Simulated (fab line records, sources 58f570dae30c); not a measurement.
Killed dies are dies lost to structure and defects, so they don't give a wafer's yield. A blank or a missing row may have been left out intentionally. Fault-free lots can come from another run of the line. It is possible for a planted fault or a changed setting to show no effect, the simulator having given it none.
Chamber matching -- flow berkeley-cmos170 -- 4 sister chambers for UCB170_V1_CMP_02 on cmp-02
The step polishes SiO2. 16 wafers are shown with their chamber, then 8 later ones without.

## EACH WAFER AND ITS CHAMBER
wafer,chamber,motor-current-A (A)
L985.1,3,15.7
L985.5,3,15.5
L985.6,0,14.5
L987.2,3,15.4
L987.5,1,15.2
L987.6,0,14.1
L986.1,0,14.4
L986.3,2,16.1
L986.6,1,15.6
L992.3,0,14.1
L992.4,2,16.4
L992.5,3,15.6
L995.2,3,15.9
L995.3,1,14.7
L995.4,0,14.9
L105.3,3,15.1

SIGNATURES (means of the wafers above)
reading,chamber 0,chamber 1,chamber 2,chamber 3,scatter within a chamber
motor-current-A,14.400,15.167,16.250,15.533,0.325
Rule: for a wafer and a chamber, the distance is found by dividing, reading by reading, the gap between the wafer's reading and the chamber's mean by the reading's scatter, squaring, summing and taking the root. If the next closest chamber is less than 2 further off than the closest, the wafer can't be placed; otherwise it belongs to the closest. The scatter: the root of (the sum of the squares of (reading less its chamber's mean) over the shown wafers, divided by (wafers less chambers)).

## WAFERS MISSING THEIR CHAMBER
wafer,motor-current-A (A)
L105.4,16.3
L105.6,15.5
L101.1,13.9
L101.4,16.7
L101.5,15.8
L106.1,16.6
L106.3,15.0
L106.4,13.7

## THE CHAMBER EACH PASSED THROUGH
wafer,from the rows above,in truth
L105.4,2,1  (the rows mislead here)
L105.6,can't be placed: 3 or 1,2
L101.1,0,0
L101.4,2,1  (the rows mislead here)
L101.5,can't be placed: 3 or 2 or 1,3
L106.1,2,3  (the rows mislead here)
L106.3,can't be placed: 1 or 3 or 0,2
L106.4,0,0
Correctly placed: 2 of 8. These rows do not allow placing 3 (true chamber among the candidates in 1). Wrongly placed: 3.
